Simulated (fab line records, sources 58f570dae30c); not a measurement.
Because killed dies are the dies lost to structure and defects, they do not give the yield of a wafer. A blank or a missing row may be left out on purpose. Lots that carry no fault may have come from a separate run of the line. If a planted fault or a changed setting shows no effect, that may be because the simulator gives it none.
fab line records | flow berkeley_cmos170
record: lots: 6 wafers: 18 last_day: 13
route steps=331 shown M3@309
lots untouched by any fault: they come from a run of this same line in which no faults occurred
start_h: hours from the record's first day to the start of the lot's first wafer shown | wait_h: hours elapsed since this lot's preceding step | " the same as in the row above | L1.1+2: one row covering several wafers at once | - value missing, or start not given | * or withheld: withheld | < > ~ a bound
route shown NAME@n: names a module that has steps shown in the file, with the first one's number in the route | usual: mean/standard deviation of fault-free wafers | same: alike in all rows | chamber/n: place in a boat | sites: the reading at each site | _std_site: standard deviation of those values | _edge_site: mean of outer sites minus mean of inner sites | radius_mm: for every site, how far away it sits from the centre of the wafer | mask NAME#n: copy n | behind: the tool/chamber that last shaped the wafer | hold: what put the lot on hold/how long, in hours/how the hold closed | device: the n, p or np transistor that did not switch | end of line: the same wafers' tests at the end of the route | a step given without rows: its recipe and nothing more | killed: count of dies lost to structure and defects at first sort (not the wafer's yield) | map: a wafer's dies, x killed, . not, _ none there
set.NAME: setting as actually run; set.NAME@STEP: the setting as run at that earlier step | model.NAME: the simulator's own value behind a step, which no gauge read
a table for each step, a row for each wafer; lots at some steps of the route
services: when a tool's chamber went out of use (start_h, in hours from the record's first day, below 0 if earlier), for how many hours, and the reason
== steps ==
step: UCB170_M3_PRE_CLEAN_00
recipe: gas: Ar preclean_etch_time_s: 60
step: UCB170_M3_SPUTTER_01
recipe: material: Al target_thk_nm: 900 time_s: 120 power_w: 6000 chamber_pressure_pa: 0.5
usual: throttle_valve_pct: 30.0/0.71
columns lot.wafer tool chamber start_h wait_h throttle_valve_pct
L707.4 pvd_sputter-04 - 222.00 0.0 29.5
L707.5 " - " " 31.1
L707.6 " - " " 29.5
L711.1 pvd_sputter-04 - 249.02 0.0 29.4
L711.3 " - " " 30.0
L711.4 " - " " 30.8
L715.1 pvd_sputter-03 - 257.48 0.0 28.1
L715.3 " - " " 30.4
L715.4 " - " " 30.6
L713.3 pvd_sputter-04 - 263.41 0.0 30.4
L713.4 " - " " 29.4
L713.5 " - " " 31.1
L721.1 pvd_sputter-03 - 288.60 0.0 30.2
L721.2 " - " " 28.3
L721.5 " - " " 30.0
L723.1 pvd_sputter-02 - 305.72 0.0 29.9
L723.2 " - " " 29.6
L723.5 " - " " 30.8
step: UCB170_M3_RS_MEAS_02
recipe: thk_meas_gauge: four-point-probe reads: Al_of_M3_SPUTTER_01
usual: M3_AL_RS: 0.0319/0.0004
columns lot.wafer tool chamber start_h wait_h M3_AL_RS[ohm/sq]
L707.4 film_metro-04 - 222.14 0.1 0.0317
L707.5 " - " " 0.0320
L707.6 " - " " 0.0320
L711.1 film_metro-02 - 249.11 0.0 0.0317
L711.3 " - " " 0.0325
L711.4 " - " " 0.0317
L715.1 film_metro-03 - 257.57 0.0 0.0326
L715.3 " - " " 0.0317
L715.4 " - " " 0.0322
L713.3 film_metro-02 - 263.54 0.1 0.0322
L713.4 " - " " 0.0317
L713.5 " - " " 0.0314
L721.1 film_metro-03 - 288.68 0.0 0.0319
L721.2 " - " " 0.0318
L721.5 " - " " 0.0315
L723.1 film_metro-04 - 305.81 0.0 0.0315
L723.2 " - " " 0.0310
L723.5 " - " " 0.0311
step: UCB170_M3_THK_MEAS_03
recipe: thk_meas_gauge: xrf reads: Al_of_M3_SPUTTER_01
usual: M3_AL_THK: 901/11
columns lot.wafer tool chamber start_h wait_h M3_AL_THK[nm]
L707.4 film_metro-04 - 222.23 0.1 908
L707.5 " - " " 903
L707.6 " - " " 894
L711.1 film_metro-02 - 249.23 0.1 910
L711.3 " - " " 887
L711.4 " - " " 901
L715.1 film_metro-03 - 257.69 0.1 884
L715.3 " - " " 910
L715.4 " - " " 891
L713.3 film_metro-02 - 263.64 0.1 892
L713.4 " - " " 905
L713.5 " - " " 914
L721.1 film_metro-03 - 288.80 0.1 896
L721.2 " - " " 901
L721.5 " - " " 916
L723.1 film_metro-04 - 305.93 0.1 904
L723.2 " - " " 922
L723.5 " - " " 920
step: UCB170_M3_HMDS_04
recipe: prime_time_s: 60 prime_temp_c: 100
step: UCB170_M3_COAT_05
recipe: resist: KrF spin_rpm: 1500 resist_thk_nm: 900
step: UCB170_M3_SOFTBAKE_06
recipe: resist: KrF temp_c: 130 time_s: 60
step: UCB170_M3_STRIP_07
recipe: chemistry: O2 power_w: 400 pressure_mtorr: 3500 platen_temp_c: withheld o2_flow_sccm: 400 overash_fraction: 0.5
usual: drypump_motor_current_A: 6.0/0.5 oes_product_au: 0.734/0.0044 strip_time_to_endpoint_s: 21.99/0.049
columns lot.wafer tool chamber start_h wait_h drypump_motor_current_A oes_product_au rf_hours_counter_h strip_time_to_endpoint_s
L707.4 plasma_asher-01 1 222.74 0.1 6.2 0.736 - 21.98
L707.5 " 0 " " 6.1 0.734 - 22.04
L707.6 " 1 " " 6.2 0.731 - 22.00
L711.1 plasma_asher-02 1 249.87 0.1 6.3 0.732 14 21.97
L711.3 " 0 " " 6.3 0.733 - 21.98
L711.4 " 1 " " 6.3 0.735 - 21.96
L715.1 plasma_asher-02 1 258.20 0.1 6.3 0.729 15 21.94
L715.3 " 0 " " 6.3 0.740 - 21.96
L715.4 " 1 " " 6.3 0.730 - 22.05
L713.3 plasma_asher-04 0 264.57 0.1 6.3 0.730 - 22.01
L713.4 " 1 " " 4.8 0.740 - 21.97
L713.5 " 1 " " 4.8 0.735 - 21.90
L721.1 plasma_asher-04 0 289.31 0.1 6.3 0.740 46 22.00
L721.2 " 1 " " 4.8 0.730 46 21.99
L721.5 " 0 " " 6.3 0.732 - 22.03
L723.1 plasma_asher-04 0 306.44 0.1 6.3 0.747 48 22.09
L723.2 " 1 " " 4.8 0.739 48 22.00
L723.5 " 0 " " 6.3 0.735 - 22.09
step: UCB170_M3_STRIP_08
recipe: chemistry: DMSO temp_c: 80 time_s: 600 material: KrF
step: UCB170_M3_COAT_09
recipe: resist: BARC temp_c: withheld time_s: withheld spin_rpm: 3000 resist_thk_nm: withheld
step: UCB170_M3_COAT_10
recipe: resist: KrF spin_rpm: 1500 resist_thk_nm: 900
step: UCB170_M3_SOFTBAKE_11
recipe: resist: KrF temp_c: 130 time_s: 60
step: UCB170_M3_EXPOSE_12
recipe: mask_id: METAL3 target_cd_nm: 700 na: 0.5 sigma_outer: 0.6 source_shape: conventional dose_mj: 26.3
usual: exposure_dose_mJ_cm2: 26.007/0.025 focus_offset_nm: 0.1/0.52
columns lot.wafer tool chamber start_h wait_h mask exposure_dose_mJ_cm2 focus_offset_nm
L707.4 krf_scanner-02 0 224.53 - METAL3#0 25.954 0.5
L707.5 " 0 " " METAL3#0 26.021 -0.4
L707.6 " 0 " " METAL3#0 25.983 0.4
L711.1 krf_scanner-02 - 251.05 - METAL3#0 - -
L711.3 " - " " METAL3#0 - -
L711.4 " - " " METAL3#0 - -
L715.1 krf_scanner-01 - 259.06 - METAL3#0 - -
L715.3 " - " " METAL3#0 - -
L715.4 " - " " METAL3#0 - -
L713.3 krf_scanner-02 0 265.86 - METAL3#0 25.968 1.4
L713.4 " 0 " " METAL3#0 26.025 1.1
L713.5 " 0 " " METAL3#0 25.993 0.4
L721.1 krf_scanner-01 0 290.11 - METAL3#0 26.015 -0.7
L721.2 " 0 " " METAL3#0 25.996 0.6
L721.5 " 0 " " METAL3#0 25.996 -0.2
L723.1 krf_scanner-01 0 307.45 - METAL3#0 26.008 0.8
L723.2 " 0 " " METAL3#0 26.018 1.7
L723.5 " 0 " " METAL3#0 26.014 1.1
step: UCB170_M3_PEB_13
recipe: peb_temp_c: 130 peb_time_s: withheld resist: KrF
== services ==
columns tool chamber start_h hours kind
krf_scanner-02 - 206.91 2.4 repair
krf_scanner-02 - 210.05 1.0 pm
krf_scanner-01 - 232.13 1.3 pm
krf_scanner-01 - 238.00 1.0 pm
plasma_asher-01 - 239.62 2.4 repair
pvd_sputter-02 - 244.69 8.2 repair
plasma_asher-02 - 258.69 19.1 repair
== key ==
first_sign: step: UCB170_M3_EXPOSE_12 reading: tool_record direction: missing
effect none on later readings
met_at UCB170_M3_EXPOSE_12
struck_wafers L711.1,L711.3,L711.4,L715.1,L715.3,L715.4
later_rows_left_out L711.1,L711.3,L711.4,L715.1,L715.3,L715.4
sort_left_out L711.1,L711.3,L711.4,L715.1,L715.3,L715.4
onset_between 224.53 251.05
fault: kind: skipped_step_whole tool: krf_scanner-01,krf_scanner-02 chamber: - onset_h: 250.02 steps: UCB170_M3_EXPOSE_12 scope: struck_lots_only
sort_left_out: the simulated sort isn't trusted on such a fault, so these wafers' sort isn't shown, and their yield isn't known
later_rows_left_out: the simulator's readings of these wafers behind a module that went badly wrong aren't trusted and aren't shown, but for the sort
